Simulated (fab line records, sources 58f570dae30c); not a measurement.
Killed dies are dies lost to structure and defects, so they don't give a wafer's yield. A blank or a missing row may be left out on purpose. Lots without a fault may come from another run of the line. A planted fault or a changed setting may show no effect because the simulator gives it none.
fab line records | flow berkeley_cmos170 | part 2 of 2: steps 31 to 42 of 42
record lots=5 wafers=15 last_day=12
route steps=331 shown FIELD@93 SACOX@97 SCREENOX@100 NVT@104 PVT@115 GATE@125
lots that met no fault: from a run of the same line without faults
start_h: hours from the record's first day to the start of the lot's first wafer shown | wait_h: hours since the lot's step before | " the same as in the row above | L1.1+2: a row that stands for several wafers | - no value, or no start given | * or withheld: withheld | < > ~ a bound
route shown NAME@n: a module of which the file shows steps, and the number in the route of the first | usual: mean/standard deviation of fault-free wafers | same: alike in all rows | chamber/n: place in a boat | sites: the reading at each site | _std_site: their standard deviation | _edge_site: outer sites' mean less inner sites' | radius_mm: how far each site lies from the wafer's centre | mask NAME#n: copy n | behind: the tool/chamber that last shaped the wafer | hold: why the lot was held/for how many hours/how that ended | device: the transistor (n, p or np) that didn't switch | end of line: the same wafers' tests at the end of the route | a step without rows: its recipe alone | killed: dies lost to structure and defects at the first sort, not the wafer's yield | map: a wafer's dies, x killed, . not, _ none there
set.NAME: the setting as run; set.NAME@STEP: as run at that earlier step | model.NAME: the simulator's own value behind a step, which no gauge read
lots at some steps of the route; a table a step, a row a wafer
services: from which hour (start_h, from the record's first day; less than 0 if before it) a tool's chamber was out of use, for how many hours, and why
## steps
# step UCB170_PVT_STRIP_08
# recipe chemistry=O2 power_w=400 pressure_mtorr=3500 platen_temp_c=withheld o2_flow_sccm=400 overash_fraction=0.5
# usual drypump_motor_current_A=6.0/0.31 oes_product_au=0.735/0.0047 strip_time_to_endpoint_s=21.64/0.06
# same overash_fraction=0.5
# columns lot.wafer tool chamber start_h wait_h drypump_motor_current_A oes_product_au rf_hours_counter_h strip_time_to_endpoint_s
L079.4 plasma_asher-02 0 141.61 0.1 5.5 0.739 - 21.59
L079.5 " 1 " " 6.2 0.735 - 21.53
L079.6 " 0 " " 5.5 0.734 - 21.55
L080.2 plasma_asher-01 1 146.27 0.1 5.5 0.737 45 21.58
L080.4 " 0 " " 6.0 0.734 - 21.62
L080.6 " 0 " " 6.0 0.742 - 21.58
L083.1 plasma_asher-03 1 157.35 0.1 6.3 0.744 4 21.65
L083.4 " 0 " " 6.1 0.736 - 21.58
L083.6 " 1 " " 6.3 0.743 - 21.58
L084.1 plasma_asher-03 0 183.09 0.1 6.1 0.740 8 21.55
L084.2 " 1 " " 6.3 0.729 8 21.55
L084.5 " 1 " " 6.3 0.736 - 21.57
L097.1 plasma_asher-02 1 236.68 0.1 6.2 0.730 44 21.75
L097.5 " 1 " " 6.2 0.730 - 21.75
L097.6 " 0 " " 5.5 0.735 - 21.66
# step UCB170_PVT_TW_MEAS_09
# usual PVT_TW=507/6.5
# columns lot.wafer tool chamber start_h wait_h PVT_TW
L079.4 film_metro-02 - 141.71 0.1 502
L079.5 " - " " 505
L079.6 " - " " 503
L080.2 film_metro-01 - 146.38 0.1 514
L080.4 " - " " 513
L080.6 " - " " 513
L083.1 film_metro-02 - 157.45 0.1 504
L083.4 " - " " 505
L083.6 " - " " 504
L084.1 film_metro-03 - 183.19 0.1 501
L084.2 " - " " 500
L084.5 " - " " 501
L097.1 film_metro-01 - 236.78 0.1 512
L097.5 " - " " 516
L097.6 " - " " 517
# step UCB170_GATE_WET_ETCH_00
# recipe chemistry=dHF dilution=25:1 target=SiO2 temp_c=25 time_s=200
# usual bath_heat_duty_pct=6.4/0.7
# columns lot.wafer tool chamber start_h wait_h bath_heat_duty_pct
L079.4 wet_bench-02 2 141.74 0.0 6.0
L079.5 " 2 " " 6.2
L079.6 " 2 " " 6.2
L080.2 wet_bench-02 2 146.43 0.0 6.6
L080.4 " 2 " " 5.9
L080.6 " 2 " " 5.7
L083.1 wet_bench-02 1 157.51 0.1 6.1
L083.4 " 1 " " 6.7
L083.6 " 1 " " 6.0
L084.1 wet_bench-04 1 183.25 0.1 7.3
L084.2 " 1 " " 7.4
L084.5 " 1 " " 7.0
L097.1 wet_bench-04 2 236.84 0.1 6.9
L097.5 " 2 " " 8.4
L097.6 " 2 " " 7.3
# step UCB170_FIELD_THK_MEAS_91
# recipe reads=SiO2_of_FIELD_OXIDATION_01
# usual FIELD_OXIDE_LEFT_2_THK=354/11
# columns lot.wafer tool chamber start_h wait_h FIELD_OXIDE_LEFT_2_THK[nm]
L079.4 film_metro-01 - 141.83 0.0 356
L079.5 " - " " 350
L079.6 " - " " 349
L080.2 film_metro-02 - 146.51 0.0 348
L080.4 " - " " 352
L080.6 " - " " 353
L083.1 film_metro-01 - 157.63 0.1 341
L083.4 " - " " 342
L083.6 " - " " 342
L084.1 film_metro-01 - 183.32 0.0 360
L084.2 " - " " 352
L084.5 " - " " 356
L097.1 film_metro-03 - 236.91 0.0 356
L097.5 " - " " 356
L097.6 " - " " 365
# step UCB170_GATE_OXIDATION_01
# recipe temp_c=850 ambient=O2 target_thk_a=66 ox_time_s=1800
# columns lot.wafer tool chamber start_h wait_h
L079.4+5+6 furnace-03 0 144.71 2.9
L080.2+4+6 furnace-02 0 150.69 4.2
L083.1+4+6 furnace-03 0 162.67 5.0
L084.1+2+5 furnace-01 0 184.70 1.4
L097.1+5+6 furnace-03 0 238.04 1.1
# step UCB170_GATE_THK_MEAS_02
# recipe reads=SiO2_of_GATE_OXIDATION_01
# usual GATE_OXIDE_THK=6.56/0.14
# columns lot.wafer tool chamber start_h wait_h GATE_OXIDE_THK[nm]
L079.4 film_metro-01 - 146.24 0.0 6.62
L079.5 " - " " 6.78
L079.6 " - " " 6.68
L080.2 film_metro-02 - 152.20 0.0 6.60
L080.4 " - " " 6.61
L080.6 " - " " 6.69
L083.1 film_metro-02 - 164.17 0.0 6.49
L083.4 " - " " 6.53
L083.6 " - " " 6.48
L084.1 film_metro-01 - 186.20 0.0 6.46
L084.2 " - " " 6.46
L084.5 " - " " 6.60
L097.1 film_metro-04 - 239.54 0.0 6.75
L097.5 " - " " 6.78
L097.6 " - " " 6.64
# step UCB170_GATE_ANNEAL_03
# recipe temp_c=900 time_s=1800 ambient=N2
# columns lot.wafer tool chamber start_h wait_h
L079.4+5+6 furnace-02 0 149.19 2.9
L080.2+4+6 furnace-03 0 156.99 4.8
L083.1+4+6 furnace-01 0 167.82 3.6
L084.1+2+5 furnace-01 0 188.95 2.7
L097.1+5+6 furnace-02 0 242.99 3.4
# step UCB170_GATE_CVD_04
# recipe material=poly-Si temp_c=610 precursor=SiH4 time_s=1440 pressure_mtorr=375 target_thk_nm=214 sih4_flow_sccm=120
# usual pressure_mtorr=374.9/0.66
# columns lot.wafer tool chamber start_h wait_h pressure_mtorr
L079.4 lpcvd-02 1 152.09 1.4 374.9
L079.5 " 1 " " 376.2
L079.6 " 1 " " 375.7
L080.2 lpcvd-01 0 158.49 0.0 374.7
L080.4 " 0 " " 375.7
L080.6 " 0 " " 375.5
L083.1 lpcvd-01 1 169.32 0.0 375.6
L083.4 " 1 " " 375.0
L083.6 " 1 " " 374.7
L084.1 lpcvd-02 0 190.45 0.0 373.7
L084.2 " 0 " " 374.5
L084.5 " 0 " " 375.0
L097.1 lpcvd-01 1 244.49 0.0 374.0
L097.5 " 1 " " 373.6
L097.6 " 1 " " 375.1
# step UCB170_GATE_THK_MEAS_05
# recipe reads=poly-Si_of_GATE_CVD_04
# usual GATE_POLY_THK=213.9/2
# columns lot.wafer tool chamber start_h wait_h GATE_POLY_THK[nm]
L079.4 film_metro-01 - 153.52 0.0 213.8
L079.5 " - " " 214.0
L079.6 " - " " 213.9
L080.2 film_metro-01 - 159.90 0.0 214.5
L080.4 " - " " 214.2
L080.6 " - " " 215.9
L083.1 film_metro-04 - 170.72 0.0 212.4
L083.4 " - " " 212.5
L083.6 " - " " 212.2
L084.1 film_metro-02 - 191.85 0.0 217.2
L084.2 " - " " 214.7
L084.5 " - " " 216.6
L097.1 film_metro-01 - 246.59 0.0 216.1
L097.5 " - " " 214.6
L097.6 " - " " 214.9
# step UCB170_GATE_COAT_06
# recipe resist=BARC temp_c=withheld time_s=withheld spin_rpm=3000 resist_thk_nm=withheld
# usual dispense_pressure_kPa=49/3.3
# columns lot.wafer tool chamber start_h wait_h dispense_pressure_kPa
L079.4 litho_track-03 0 153.63 0.1 47
L079.5 " 0 " " 47
L079.6 " 0 " " 47
L080.2 litho_track-01 0 159.98 0.1 52
L080.4 " 0 " " 52
L080.6 " 0 " " 52
L083.1 litho_track-02 0 170.95 0.2 45
L083.4 " 0 " " 45
L083.6 " 0 " " 45
L084.1 litho_track-01 0 192.00 0.1 52
L084.2 " 0 " " 52
L084.5 " 0 " " 52
L097.1 litho_track-01 0 246.96 0.4 52
L097.5 " 0 " " 52
L097.6 " 0 " " 52
# step UCB170_GATE_COAT_07
# recipe resist=KrF spin_rpm=1500 resist_thk_nm=900
# usual dispense_pressure_kPa=49/3.3
# columns lot.wafer tool chamber start_h wait_h dispense_pressure_kPa
L079.4 litho_track-03 0 - - 47
L079.5 " 0 " " 47
L079.6 " 0 " " 47
L080.2 litho_track-01 0 - - 52
L080.4 " 0 " " 52
L080.6 " 0 " " 52
L083.1 litho_track-02 0 - - 45
L083.4 " 0 " " 45
L083.6 " 0 " " 45
L084.1 litho_track-01 0 - - 52
L084.2 " 0 " " 52
L084.5 " 0 " " 52
L097.1 litho_track-01 0 - - 52
L097.5 " 0 " " 52
L097.6 " 0 " " 53
# step UCB170_GATE_SOFTBAKE_08
# recipe resist=KrF temp_c=130 time_s=60
# usual plate_temp_C=129.99/0.13
# columns lot.wafer tool chamber start_h wait_h plate_temp_C
L079.4 litho_track-03 0 - - 129.92
L079.5 " 0 " " 130.06
L079.6 " 0 " " 130.12
L080.2 litho_track-01 0 - - 130.04
L080.4 " 0 " " 129.99
L080.6 " 0 " " 129.97
L083.1 litho_track-02 0 - - 130.20
L083.4 " 0 " " 129.77
L083.6 " 0 " " 130.10
L084.1 litho_track-01 0 - - 129.98
L084.2 " 0 " " 129.93
L084.5 " 0 " " 129.98
L097.1 litho_track-01 0 - - 130.16
L097.5 " 0 " " 129.86
L097.6 " 0 " " 130.05
## services
# columns tool chamber start_h hours kind
furnace-02 - 95.90 2.5 pm
plasma_asher-02 - 100.36 1.8 repair
plasma_asher-03 - 108.75 9.0 pm
implanter-03 - 114.14 3.8 pm
krf_scanner-02 - 117.47 1.0 pm
implanter-01 - 128.81 3.7 pm
furnace-01 - 134.21 3.0 pm
krf_scanner-01 - 150.76 1.3 pm
furnace-04 - 152.56 5.1 pm
krf_scanner-01 - 154.29 4.4 pm
lpcvd-02 - 159.42 2.8 pm
krf_scanner-02 - 176.66 1.3 pm
krf_scanner-01 - 184.15 1.0 pm
implanter-02 - 190.64 6.3 repair
furnace-04 - 206.97 3.4 pm
krf_scanner-02 - 209.86 0.8 pm
plasma_asher-03 - 219.57 4.3 repair
furnace-01 - 222.04 3.2 pm
furnace-01 - 226.75 1.1 repair
lpcvd-02 - 230.52 2.9 repair
furnace-04 - 236.66 3.4 pm
furnace-03 - 239.54 3.4 pm
krf_scanner-01 - 243.26 0.8 pm
plasma_asher-04 - 247.33 1.2 repair
